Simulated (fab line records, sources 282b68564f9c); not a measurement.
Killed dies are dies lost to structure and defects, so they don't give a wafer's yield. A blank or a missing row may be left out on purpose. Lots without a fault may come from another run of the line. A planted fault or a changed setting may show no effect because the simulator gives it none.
fab line records | flow rit_cmos
record lots=13 wafers=39 last_day=7
route steps=202 shown PWELL@48 GATE@83 SPACER@128 M1@202
lots that met no fault: from a run of the same line without faults
start_h: hours from the record's first day to the start of the lot's first wafer shown | wait_h: hours since the lot's step before | " the same as in the row above | L1.1+2: a row that stands for several wafers | - no value, or no start given | * or withheld: withheld | < > ~ a bound
route shown NAME@n: a module of which the file shows steps, and the number in the route of the first | usual: mean/standard deviation of fault-free wafers | same: alike in all rows | chamber/n: place in a boat | sites: the reading at each site | _std_site: their standard deviation | _edge_site: outer sites' mean less inner sites' | radius_mm: how far each site lies from the wafer's centre | mask NAME#n: copy n | behind: the tool/chamber that last shaped the wafer | hold: why the lot was held/for how many hours/how that ended | device: the transistor (n, p or np) that didn't switch | end of line: the same wafers' tests at the end of the route | a step without rows: its recipe alone | killed: dies lost to structure and defects at the first sort, not the wafer's yield | map: a wafer's dies, x killed, . not, _ none there
set.NAME: the setting as run; set.NAME@STEP: as run at that earlier step | model.NAME: the simulator's own value behind a step, which no gauge read
steps of the route over a sample of lots; a table a step, a row a wafer
services: from which hour (start_h, from the record's first day; less than 0 if before it) a tool's chamber was out of use, for how many hours, and why
## steps
# step RIT_PWELL_STRIP_09
# recipe chemistry=O2 time_s=180 resist=NOVOLAK platen_temp_c=withheld power_w=500 pressure_mtorr=4000 o2_flow_sccm=4000
# usual drypump_motor_current_A=5.7/0.65
# columns lot.wafer tool chamber start_h wait_h drypump_motor_current_A rf_hours_counter_h
L909.2 plasma_asher-02 1 27.37 0.1 6.1 38
L909.3 " 0 " " 5.3 -
L909.5 " 1 " " 6.2 -
L910.1 plasma_asher-02 0 32.47 0.1 5.3 39
L910.3 " 1 " " 6.2 -
L910.5 " 1 " " 6.2 -
L911.1 plasma_asher-04 1 37.94 0.1 6.5 41
L911.2 " 0 " " 4.9 41
L911.6 " 1 " " 6.5 -
L913.1 plasma_asher-04 1 47.49 0.1 6.5 42
L913.4 " 0 " " 4.9 -
L913.6 " 1 " " 6.6 -
L914.1 plasma_asher-03 0 52.44 0.1 6.3 39
L914.2 " 1 " " 5.0 39
L914.5 " 1 " " 5.0 -
L915.1 plasma_asher-03 1 59.61 0.1 5.0 40
L915.3 " 0 " " 6.3 -
L915.5 " 1 " " 5.0 -
L916.4 plasma_asher-03 1 64.25 0.1 5.0 -
L916.5 " 0 " " 6.3 -
L916.6 " 1 " " 5.1 -
L918.4 plasma_asher-04 1 74.56 0.1 6.5 -
L918.5 " 0 " " 5.0 -
L918.6 " 1 " " 6.5 -
L920.3 plasma_asher-04 0 85.28 0.1 5.0 -
L920.4 " 1 " " 6.6 -
L920.5 " 0 " " 5.0 -
L921.2 plasma_asher-04 0 90.93 0.1 5.0 46
L921.4 " 1 " " 6.6 -
L921.6 " 1 " " 6.6 -
L922.1 plasma_asher-03 1 95.85 0.1 5.0 44
L922.3 " 1 " " 5.1 -
L922.4 " 0 " " 6.3 -
L928.1 plasma_asher-02 1 125.40 0.1 6.2 1
L928.3 " 1 " " 6.2 -
L928.5 " 1 " " 6.2 -
L931.3 plasma_asher-02 1 139.18 0.1 6.2 -
L931.4 " 0 " " 5.3 -
L931.5 " 0 " " 5.3 -
# step RIT_GATE_THK_MEAS_07
# recipe reads=SiO2_of_GATE_OXIDATION_05
# usual GATE_OXIDE_THK=3.01/0.071
# columns lot.wafer tool chamber start_h wait_h GATE_OXIDE_THK[nm]
L909.2 film_metro-02 - 38.20 0.0 2.97
L909.3 " - " " 2.97
L909.5 " - " " 2.92
L910.1 film_metro-04 - 45.13 0.0 2.99
L910.3 " - " " 2.90
L910.5 " - " " 2.97
L911.1 film_metro-03 - 48.53 0.0 3.01
L911.2 " - " " 2.98
L911.6 " - " " 3.03
L913.1 film_metro-04 - 58.75 0.0 3.07
L913.4 " - " " 3.13
L913.6 " - " " 3.04
L914.1 film_metro-04 - 65.32 0.0 2.89
L914.2 " - " " 2.88
L914.5 " - " " 2.90
L915.1 film_metro-02 - 71.72 0.0 2.99
L915.3 " - " " 2.98
L915.5 " - " " 2.95
L916.4 film_metro-03 - 74.81 0.0 3.08
L916.5 " - " " 3.08
L916.6 " - " " 2.99
L918.4 film_metro-04 - 85.14 0.0 3.03
L918.5 " - " " 3.05
L918.6 " - " " 2.97
L920.3 film_metro-02 - 99.24 0.0 2.96
L920.4 " - " " 2.99
L920.5 " - " " 3.03
L922.1 film_metro-04 - 109.67 0.0 3.03
L922.3 " - " " 3.06
L922.4 " - " " 3.06
L921.2 film_metro-03 - 109.68 0.0 3.02
L921.4 " - " " 2.95
L921.6 " - " " 2.88
L928.1 film_metro-02 - 137.92 0.0 2.96
L928.3 " - " " 2.98
L928.5 " - " " 2.99
L931.3 film_metro-02 - 149.93 0.0 3.09
L931.4 " - " " 3.09
L931.5 " - " " 3.10
# step RIT_GATE_STRIP_20
# recipe chemistry=O2 time_s=180 resist=NOVOLAK platen_temp_c=withheld power_w=500 pressure_mtorr=4000 o2_flow_sccm=4000
# usual drypump_motor_current_A=5.5/0.64
# columns lot.wafer tool chamber start_h wait_h drypump_motor_current_A rf_hours_counter_h
L909.2 plasma_asher-01 1 41.31 0.1 4.8 25
L909.3 " 0 " " 5.2 -
L909.5 " 1 " " 4.8 -
L910.1 plasma_asher-01 1 48.37 0.1 4.8 26
L910.3 " 1 " " 4.8 -
L910.5 " 1 " " 4.8 -
L911.1 plasma_asher-02 1 51.66 0.1 6.2 41
L911.2 " 0 " " 5.3 41
L911.6 " 0 " " 5.3 -
L913.1 plasma_asher-04 1 61.94 0.1 6.6 43
L913.4 " 0 " " 5.0 -
L913.6 " 1 " " 6.5 -
L914.1 plasma_asher-01 0 68.87 0.1 5.2 28
L914.2 " 1 " " 4.8 28
L914.5 " 1 " " 4.8 -
L915.1 plasma_asher-02 0 74.78 0.1 5.3 43
L915.3 " 0 " " 5.3 -
L915.5 " 1 " " 6.2 -
L916.4 plasma_asher-04 0 77.84 0.1 5.0 -
L916.5 " 1 " " 6.5 -
L916.6 " 0 " " 5.0 -
L918.4 plasma_asher-01 1 88.29 0.1 4.8 -
L918.5 " 0 " " 5.2 -
L918.6 " 1 " " 4.8 -
L920.3 plasma_asher-04 1 102.40 0.1 6.5 -
L920.4 " 0 " " 5.0 -
L920.5 " 0 " " 5.0 -
L921.2 plasma_asher-04 1 112.67 0.1 6.5 48
L921.4 " 1 " " 6.5 -
L921.6 " 0 " " 5.0 -
L922.1 plasma_asher-01 0 112.91 0.1 5.2 32
L922.3 " 0 " " 5.2 -
L922.4 " 1 " " 4.8 -
L928.1 plasma_asher-02 0 141.21 0.1 5.3 3
L928.3 " 1 " " 6.2 -
L928.5 " 1 " " 6.2 -
L931.3 plasma_asher-04 1 153.41 0.1 6.6 -
L931.4 " 0 " " 5.0 -
L931.5 " 0 " " 5.0 -
# step RIT_SPACER_CVD_03
# recipe material=Si3N4 target_thk_nm=250 temp_c=810 precursor=SiH2Cl2/NH3 time_s=3300 pressure_mtorr=300 sih2cl2_flow_sccm=60 nh3_flow_sccm=150
# usual nh3_flow_sccm=149.9/0.4 spike_tc_source_C=831.7/2.7 susceptor_temp_C=809.9/0.36
# columns lot.wafer tool chamber start_h wait_h nh3_flow_sccm spike_tc_source_C susceptor_temp_C
L909.2 lpcvd-01 1 47.92 0.0 150.6 835.4 809.2
L909.3 " 1 " " 149.8 834.7 809.1
L909.5 " 1 " " 150.7 835.2 809.4
L910.1 lpcvd-01 0 55.14 0.0 148.8 826.5 810.1
L910.3 " 0 " " 149.9 829.3 809.9
L910.5 " 0 " " 149.3 828.2 809.8
L911.1 lpcvd-01 0 58.26 0.0 150.1 828.3 810.6
L911.2 " 0 " " 149.8 829.1 810.3
L911.6 " 0 " " 149.5 827.6 810.6
L913.1 lpcvd-01 1 68.62 0.0 149.7 834.1 809.4
L913.4 " 1 " " 150.8 833.7 810.1
L913.6 " 1 " " 150.1 835.2 809.7
L914.1 lpcvd-01 1 76.32 0.0 149.9 834.7 810.2
L914.2 " 1 " " 150.3 834.1 811.0
L914.5 " 1 " " 149.9 834.0 810.1
L915.1 lpcvd-02 0 81.52 0.0 150.3 831.1 810.2
L915.3 " 0 " " 150.4 831.2 810.6
L915.5 " 0 " " 149.4 830.7 809.9
L916.4 lpcvd-01 1 85.35 0.0 149.8 835.6 810.0
L916.5 " 1 " " 150.3 833.5 809.9
L916.6 " 1 " " 149.7 833.4 809.9
L918.4 lpcvd-02 0 95.86 0.0 150.0 830.6 809.5
L918.5 " 0 " " 150.3 832.7 810.1
L918.6 " 0 " " 150.3 831.4 810.0
L920.3 lpcvd-02 0 112.92 0.0 149.7 832.2 809.5
L920.4 " 0 " " 149.8 831.9 810.1
L920.5 " 0 " " 150.3 832.3 809.6
L921.2 lpcvd-01 1 121.95 0.0 149.9 833.8 809.4
L921.4 " 1 " " 150.1 834.8 810.0
L921.6 " 1 " " 149.9 835.2 810.4
L922.1 lpcvd-02 1 122.19 0.0 149.1 832.4 809.7
L922.3 " 1 " " 149.6 831.3 809.6
L922.4 " 1 " " 149.6 831.6 809.7
L928.1 lpcvd-02 0 149.51 0.0 150.8 832.4 810.2
L928.3 " 0 " " 150.4 831.4 810.6
L928.5 " 0 " " 150.6 832.2 810.0
L931.3 lpcvd-02 1 160.36 0.0 149.6 830.6 810.1
L931.4 " 1 " " 149.6 830.4 809.5
L931.5 " 1 " " 150.1 831.6 810.1
# step RIT_SPACER_THK_MEAS_04
# recipe reads=Si3N4_of_SPACER_CVD_03
# usual SPACER_NITRIDE_THK=250.7/2.1
# columns lot.wafer tool chamber start_h wait_h hold SPACER_NITRIDE_THK[nm]
L909.2 film_metro-04 - 49.85 0.0 - 250.4
L909.3 " - " " - 249.4
L909.5 " - " " - 251.1
L910.1 film_metro-02 - 57.05 0.0 - 249.9
L910.3 " - " " - 249.3
L910.5 " - " " - 248.4
L911.1 film_metro-02 - 60.18 0.0 - 250.3
L911.2 " - " " - 251.5
L911.6 " - " " - 252.1
L913.1 film_metro-01 - 70.54 0.0 - 251.0
L913.4 " - " " - 252.4
L913.6 " - " " - 252.0
L914.1 film_metro-01 - 78.24 0.0 - 249.5
L914.2 " - " " - 249.8
L914.5 " - " " - 250.4
L915.1 film_metro-02 - 83.43 0.0 - 251.1
L915.3 " - " " - 249.5
L915.5 " - " " - 252.0
L916.4 film_metro-04 - 87.29 0.0 - 247.3
L916.5 " - " " - 247.5
L916.6 " - " " - 249.7
L918.4 film_metro-02 - 97.81 0.0 - 247.8
L918.5 " - " " - 249.4
L918.6 " - " " - 248.2
L920.3 film_metro-02 - 114.86 0.0 - 250.5
L920.4 " - " " - 252.3
L920.5 " - " " - 250.8
L921.2 film_metro-02 - 123.88 0.0 - 250.7
L921.4 " - " " - 251.6
L921.6 " - " " - 252.7
L922.1 film_metro-02 - 124.11 0.0 - 254.5
L922.3 " - " " - 255.7
L922.4 " - " " - 255.1
L928.1 film_metro-04 - 151.42 0.0 await_dispo/0.2h/release 194.4
L928.3 " - " " await_dispo/0.2h/release 195.0
L928.5 " - " " await_dispo/0.2h/release 192.9
L928.1 film_metro-04 - 151.65 0.2 - 194.3
L928.3 " - " " - 194.9
L928.5 " - " " - 192.9
L931.3 film_metro-04 - 162.30 0.0 - 252.5
L931.4 " - " " - 251.3
L931.5 " - " " - 252.6
# step RIT_SPACER_ETCHBACK_05
# recipe target_depth_a=2500 SF6_flow_sccm=30 CHF3_flow_sccm=30 target=Si3N4 chemistry=SF6/CHF3 pressure_mtorr=40 rf_w=250 time_s=240 stop_on=SiO2
# usual SF6_flow_sccm=30.01/0.09 drypump_motor_current_A=5.6/0.49 oes_product_au=0.850/0.013 throttle_valve_pct=10.30/0.17
# columns lot.wafer tool chamber start_h wait_h hold SF6_flow_sccm drypump_motor_current_A oes_product_au rf_hours_counter_h throttle_valve_pct
L909.2 rie_diel-02 1 49.90 0.0 - 29.99 5.3 0.856 20 9.98
L909.3 " 3 " " - 29.91 5.0 0.841 164 10.14
L909.5 " 0 " " - 29.94 5.2 0.833 - 10.36
L910.1 rie_diel-03 3 57.11 0.1 - 30.08 6.3 0.834 4 10.18
L910.3 " 2 " " - 29.94 6.5 0.852 0 10.35
L910.5 " 3 " " - 30.17 6.3 0.837 - 10.19
L911.1 rie_diel-02 1 60.24 0.1 - 30.02 5.3 0.853 20 9.98
L911.2 " 0 " " - 29.99 5.2 0.842 41 10.38
L911.6 " 3 " " - 30.00 5.0 0.854 - 10.15
L913.1 rie_diel-03 0 70.60 0.1 - 30.06 6.0 0.872 1 10.49
L913.4 " 2 " " - 29.98 6.5 0.865 0 10.36
L913.6 " 2 " " - 29.95 6.5 0.857 - 10.34
L914.1 rie_diel-03 2 78.30 0.1 - 30.13 6.5 0.851 0 10.36
L914.2 " 3 " " - 30.05 6.3 0.838 4 10.19
L914.5 " 1 " " - 30.11 5.7 0.866 - 10.59
L915.1 rie_diel-02 2 83.49 0.1 - 29.92 5.3 0.840 122 10.23
L915.3 " 1 " " - 30.06 5.3 0.847 21 9.98
L915.5 " 0 " " - 30.07 5.2 0.846 - 10.37
L916.4 rie_diel-04 3 87.32 0.0 - 29.99 5.6 0.815 163 10.43
L916.5 " 3 " " - 30.04 5.6 0.812 - 10.42
L916.6 " 2 " " - 29.97 6.0 0.845 - 10.42
L918.4 rie_diel-03 1 97.84 0.0 - 30.16 5.7 0.858 116 10.61
L918.5 " 2 " " - 29.97 6.5 0.857 - 10.36
L918.6 " 1 " " - 29.98 5.7 0.862 - 10.60
L920.3 rie_diel-03 2 114.90 0.0 - 29.99 6.5 0.854 1 10.35
L920.4 " 3 " " - 30.04 6.3 0.840 5 10.18
L920.5 " 2 " " - 29.91 6.5 0.848 - 10.35
L921.2 rie_diel-02 3 123.93 0.0 - 30.06 5.0 0.840 0 10.14
L921.4 " 1 " " - 29.93 5.3 0.851 21 9.98
L921.6 " 2 " " - 30.11 5.3 0.846 - 10.23
L922.1 rie_diel-04 0 124.17 0.1 - 30.02 5.0 0.867 0 10.33
L922.3 " 1 " " - 29.94 5.9 0.883 136 10.35
L922.4 " 2 " " - 30.10 6.0 0.852 - 10.43
L928.1 rie_diel-04 2 153.95 2.3 await_dispo/2.2h/release 30.18 6.1 0.710 1 10.37
L928.3 " 0 " " await_dispo/2.2h/release 30.10 5.0 0.722 1 10.25
L928.5 " 0 " " await_dispo/2.2h/release 29.99 5.0 0.720 - 10.28
L931.3 rie_diel-02 2 162.34 0.0 - 29.93 5.3 0.846 124 10.22
L931.4 " 3 " " - 29.94 5.0 0.839 1 10.13
L931.5 " 2 " " - 30.12 5.3 0.837 - 10.23
# step RIT_M1_PROBE_99
# usual killed_at_contacts=0.1/0.24 killed_at_front_end=6.6/2.7 killed_dies=6.6/2.7 killed_open=3.3/1.8 killed_short=3.4/1.9
# same gross_dies=264 killed_at_M0_to_M3=0 killed_at_M4_up=0 killed_at_back_side=0 killed_at_other=0
# columns lot.wafer tool chamber start_h wait_h hold killed_at_contacts killed_at_front_end killed_dies killed_open killed_short
L909.2 prober-02 - 61.73 0.1 - 0 6 6 5 1
L909.3 prober-02 - 61.78 0.2 - 0 9 9 5 4
L909.5 prober-02 - 61.88 0.2 - 0 6 6 4 2
L910.1 prober-01 - 68.13 0.1 - 0 7 7 5 2
L910.3 prober-01 - 68.23 0.2 - 0 8 8 3 5
L910.5 prober-01 - 68.33 0.2 - 0 8 8 4 4
L911.1 prober-02 - 71.59 0.1 - 0 9 9 5 4
L911.2 prober-02 - 71.64 0.1 - 0 6 6 2 4
L911.6 prober-02 - 71.84 0.2 - 0 3 3 0 3
L913.1 prober-02 - 82.81 0.1 - 0 14 14 8 6
L913.4 prober-02 - 82.96 0.2 - 0 7 7 4 3
L913.6 prober-02 - 83.06 0.2 - 0 9 9 5 4
L914.1 prober-01 - 90.20 0.1 - 0 4 4 3 1
L914.2 prober-01 - 90.25 0.1 - 0 8 8 3 5
L914.5 prober-01 - 90.40 0.2 - 0 4 4 3 1
L915.1 prober-02 - 94.95 0.1 - 0 4 4 0 4
L915.3 prober-02 - 95.05 0.2 - 0 4 4 1 3
L915.5 prober-02 - 95.15 0.2 - 0 9 9 4 5
L916.4 prober-01 - 99.24 0.2 - 0 9 9 7 2
L916.5 prober-01 - 99.29 0.2 - 1 4 5 4 1
L916.6 prober-01 - 99.34 0.2 - 0 10 10 3 7
L918.4 prober-01 - 109.69 0.2 - 0 5 5 4 1
L918.5 prober-01 - 109.74 0.2 - 0 9 9 5 4
L918.6 prober-01 - 109.79 0.2 - 0 3 3 1 2
L920.3 prober-01 - 126.03 0.2 - 0 6 6 4 2
L920.4 prober-01 - 126.08 0.2 - 0 4 4 1 3
L920.5 prober-01 - 126.13 0.2 - 0 6 6 3 3
L921.2 prober-02 - 136.10 0.1 - 0 3 3 2 1
L921.4 prober-02 - 136.20 0.2 - 1 3 4 1 3
L921.6 prober-02 - 136.30 0.2 - 0 5 5 2 3
L922.1 prober-01 - 136.37 0.1 - 0 4 4 2 2
L922.3 prober-01 - 136.47 0.2 - 0 9 9 4 5
L922.4 prober-01 - 136.52 0.2 - 0 9 9 5 4
L928.1 prober-01 - 170.29 3.0 await_dispo/2.9h/release 0 7 7 4 3
L928.3 prober-01 - 170.39 3.0 await_dispo/2.9h/release 0 5 5 2 3
L928.5 prober-01 - 170.49 3.1 await_dispo/2.9h/release 0 6 6 3 3
L931.3 prober-02 - 173.63 0.2 - 0 7 7 1 6
L931.4 prober-02 - 173.68 0.2 - 0 9 9 4 5
L931.5 prober-02 - 173.73 0.2 - 1 4 5 5 0
# killed by level:class
L909.2 SPACER:geometric_particle:open=4 GATE:geometric_particle:open=1 SPACER:geometric_particle:short=1
L909.3 FOX2:geometric_particle:short=2 FOX2:geometric_particle:open=2 REOX:geometric_particle:open=1 FOX1:geometric_particle:open=1 SPACER:geometric_particle:open=1 SPACER:geometric_particle:short=1 SILICIDE:geometric_particle:short=1
L909.5 SILICIDE:geometric_particle:open=2 FOX1:geometric_particle:open=1 FOX2:geometric_particle:open=1 REOX:geometric_particle:short=1 SILICIDE:geometric_particle:short=1
L910.1 GATE:geometric_particle:open=4 FOX1:geometric_particle:open=1 FOX2:geometric_particle:short=1 GATE:geometric_particle:short=1
L910.3 FOX2:geometric_particle:short=2 FOX1:geometric_particle:open=1 GATE:geometric_particle:open=1 GATE:geometric_particle:short=1 REOX:geometric_particle:open=1 SPACER:geometric_particle:short=1 SILICIDE:geometric_particle:short=1
L910.5 GATE:geometric_particle:short=3 GATE:geometric_particle:open=2 FOX2:geometric_particle:open=1 REOX:geometric_particle:open=1 SILICIDE:geometric_particle:short=1
L911.1 FOX1:geometric_particle:open=2 GATE:geometric_particle:short=2 SILICIDE:geometric_particle:open=2 REOX:geometric_particle:open=1 REOX:geometric_particle:short=1 SPACER:geometric_particle:short=1
L911.2 SPACER:geometric_particle:short=3 FOX1:geometric_particle:open=1 GATE:geometric_particle:short=1 GATE:geometric_particle:open=1
L911.6 GATE:geometric_particle:short=3
L913.1 GATE:geometric_particle:short=3 GATE:geometric_particle:open=2 REOX:geometric_particle:open=2 SPACER:geometric_particle:open=2 SILICIDE:geometric_particle:short=2 FOX1:geometric_particle:open=1 FOX2:geometric_particle:open=1 REOX:geometric_particle:short=1
L913.4 GATE:geometric_particle:short=2 GATE:geometric_particle:open=1 REOX:geometric_particle:open=1 REOX:geometric_particle:short=1 SPACER:geometric_particle:open=1 SILICIDE:geometric_particle:open=1
L913.6 SILICIDE:geometric_particle:open=3 REOX:geometric_particle:open=2 SPACER:geometric_particle:short=2 FOX1:geometric_particle:short=1 GATE:geometric_particle:short=1
L914.1 REOX:geometric_particle:open=2 GATE:geometric_particle:short=1 GATE:geometric_particle:open=1
L914.2 FOX1:geometric_particle:short=2 GATE:geometric_particle:short=2 GATE:geometric_particle:open=1 REOX:geometric_particle:open=1 REOX:geometric_particle:short=1 SPACER:geometric_particle:open=1
L914.5 SPACER:geometric_particle:open=2 FOX1:geometric_particle:short=1 GATE:geometric_particle:open=1
L915.1 GATE:geometric_particle:short=3 SPACER:geometric_particle:short=1
L915.3 GATE:geometric_particle:short=2 FOX2:geometric_particle:short=1 GATE:geometric_particle:open=1
L915.5 GATE:geometric_particle:short=3 SPACER:geometric_particle:open=2 FOX1:geometric_particle:short=1 FOX1:geometric_particle:open=1 FOX2:geometric_particle:short=1 GATE:geometric_particle:open=1
L916.4 GATE:geometric_particle:open=2 SILICIDE:geometric_particle:open=2 FOX1:geometric_particle:short=1 FOX1:geometric_particle:open=1 FOX2:geometric_particle:open=1 GATE:geometric_particle:short=1 SPACER:geometric_particle:open=1
L916.5 FOX2:geometric_particle:open=1 GATE:geometric_particle:open=1 SPACER:geometric_particle:short=1 SPACER:geometric_particle:open=1 CONTACT:geometric_particle:open=1
L916.6 GATE:geometric_particle:short=3 FOX1:geometric_particle:short=2 GATE:geometric_particle:open=2 FOX2:geometric_particle:open=1 FOX2:geometric_particle:short=1 REOX:geometric_particle:short=1
L918.4 FOX2:geometric_particle:open=2 GATE:geometric_particle:open=1 REOX:geometric_particle:short=1 SPACER:geometric_particle:open=1
L918.5 FOX1:geometric_particle:open=2 FOX1:geometric_particle:short=1 FOX2:geometric_particle:short=1 GATE:geometric_particle:short=1 GATE:geometric_particle:open=1 REOX:geometric_particle:open=1 REOX:geometric_particle:short=1 SILICIDE:geometric_particle:open=1
L918.6 FOX2:geometric_particle:short=1 GATE:geometric_particle:short=1 REOX:geometric_particle:open=1
L920.3 FOX1:geometric_particle:open=2 GATE:geometric_particle:short=1 REOX:geometric_particle:open=1 SPACER:geometric_particle:short=1 SPACER:geometric_particle:open=1
L920.4 GATE:geometric_particle:open=1 GATE:geometric_particle:short=1 REOX:geometric_particle:short=1 SPACER:geometric_particle:short=1
L920.5 FOX2:geometric_particle:open=2 SPACER:geometric_particle:short=2 FOX1:geometric_particle:short=1 GATE:geometric_particle:open=1
L921.2 GATE:geometric_particle:open=2 GATE:geometric_particle:short=1
L921.4 GATE:geometric_particle:short=2 FOX1:geometric_particle:open=1 CONTACT:geometric_particle:short=1
L921.6 FOX1:geometric_particle:open=1 GATE:geometric_particle:open=1 GATE:geometric_particle:short=1 REOX:geometric_particle:short=1 SILICIDE:geometric_particle:short=1
L922.1 FOX1:geometric_particle:open=1 REOX:geometric_particle:short=1 SPACER:geometric_particle:short=1 SPACER:geometric_particle:open=1
L922.3 GATE:geometric_particle:short=4 GATE:geometric_particle:open=3 SPACER:geometric_particle:open=1 SPACER:geometric_particle:short=1
L922.4 SPACER:geometric_particle:open=4 FOX1:geometric_particle:short=2 FOX1:geometric_particle:open=1 GATE:geometric_particle:short=1 SILICIDE:geometric_particle:short=1
L928.1 FOX1:geometric_particle:open=2 FOX1:geometric_particle:short=1 GATE:geometric_particle:short=1 GATE:geometric_particle:open=1 REOX:geometric_particle:open=1 SPACER:geometric_particle:short=1
L928.3 FOX1:geometric_particle:short=1 GATE:geometric_particle:short=1 REOX:geometric_particle:open=1 SPACER:geometric_particle:short=1 SILICIDE:geometric_particle:open=1
L928.5 GATE:geometric_particle:short=3 GATE:geometric_particle:open=2 SILICIDE:geometric_particle:open=1
L931.3 GATE:geometric_particle:short=3 FOX1:geometric_particle:short=2 FOX2:geometric_particle:short=1 REOX:geometric_particle:open=1
L931.4 GATE:geometric_particle:short=4 GATE:geometric_particle:open=2 FOX1:geometric_particle:open=1 FOX2:geometric_particle:open=1 SPACER:geometric_particle:short=1
L931.5 GATE:geometric_particle:open=2 SPACER:geometric_particle:open=2 CONTACT:geometric_particle:open=1
## services
# columns tool chamber start_h hours kind
rie_diel-02 0 7.77 5.6 repair
rie_diel-03 1 11.05 4.1 repair
plasma_asher-03 - 11.19 8.2 pm
rie_diel-03 2 19.47 10.6 repair
rie_diel-03 0 20.97 8.3 repair
rie_diel-04 0 21.44 8.9 repair
rie_diel-03 2 30.08 - clean
rie_diel-03 2 30.08 16.6 scheduled_down
rie_diel-03 2 30.08 16.6 vent_cycle
plasma_asher-04 - 39.45 0.6 repair
rie_diel-04 - 46.30 14.6 pm
rie_diel-03 2 49.00 5.9 repair
plasma_asher-01 - 73.99 2.6 repair
rie_diel-02 3 76.76 - clean
rie_diel-02 - 87.15 0.8 repair
rie_diel-04 2 99.12 2.3 repair
plasma_asher-02 - 108.75 9.0 pm
plasma_asher-02 0 108.75 9.0 vent_cycle
plasma_asher-02 1 108.75 9.0 vent_cycle
plasma_asher-03 - 111.94 2.0 repair
plasma_asher-02 0 117.75 - clean
plasma_asher-02 1 117.75 - clean
plasma_asher-01 - 137.35 4.3 pm
plasma_asher-03 - 139.40 2.8 pm
## key
first_sign step=RIT_SPACER_THK_MEAS_04 reading=visit direction=added
effect step=RIT_SPACER_THK_MEAS_04 reading=SPACER_NITRIDE_THK direction=down sigmas=28 usual=250.7 struck=194.1
effect step=RIT_SPACER_ETCHBACK_05 reading=oes_product_au direction=down sigmas=10 usual=0.850 struck=0.717
effect step=RIT_M1_PROBE_99 reading=hold direction=added
met_at RIT_SPACER_CVD_03
struck_lots L928
struck_wafers L928.1,L928.3,L928.5
tester_left_out L928
not_acting_at RIT_PWELL_STRIP_09,RIT_GATE_THK_MEAS_07,RIT_GATE_STRIP_20
onset_between 112.92 149.51
earlier_fault kind=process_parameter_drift tool=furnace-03 chamber=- onset_h=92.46 steps=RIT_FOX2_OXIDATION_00 channel=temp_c offset=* shape=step end_h=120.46 acts_in=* stated=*
fault kind=process_parameter_drift tool=lpcvd-02 chamber=0 onset_h=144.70 steps=RIT_SPACER_CVD_03 channel=target_thk_nm offset=-55.797 shape=step end_h=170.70 acts_in=these_recipes_only stated=250
# tester_left_out: of these lots the tester's yield and bins aren't shown, on N5 and GAA mostly nor the transistor test; their killed dies are dies lost to structure and defects alone, not to doping, threshold or leakage, so they don't give the yield
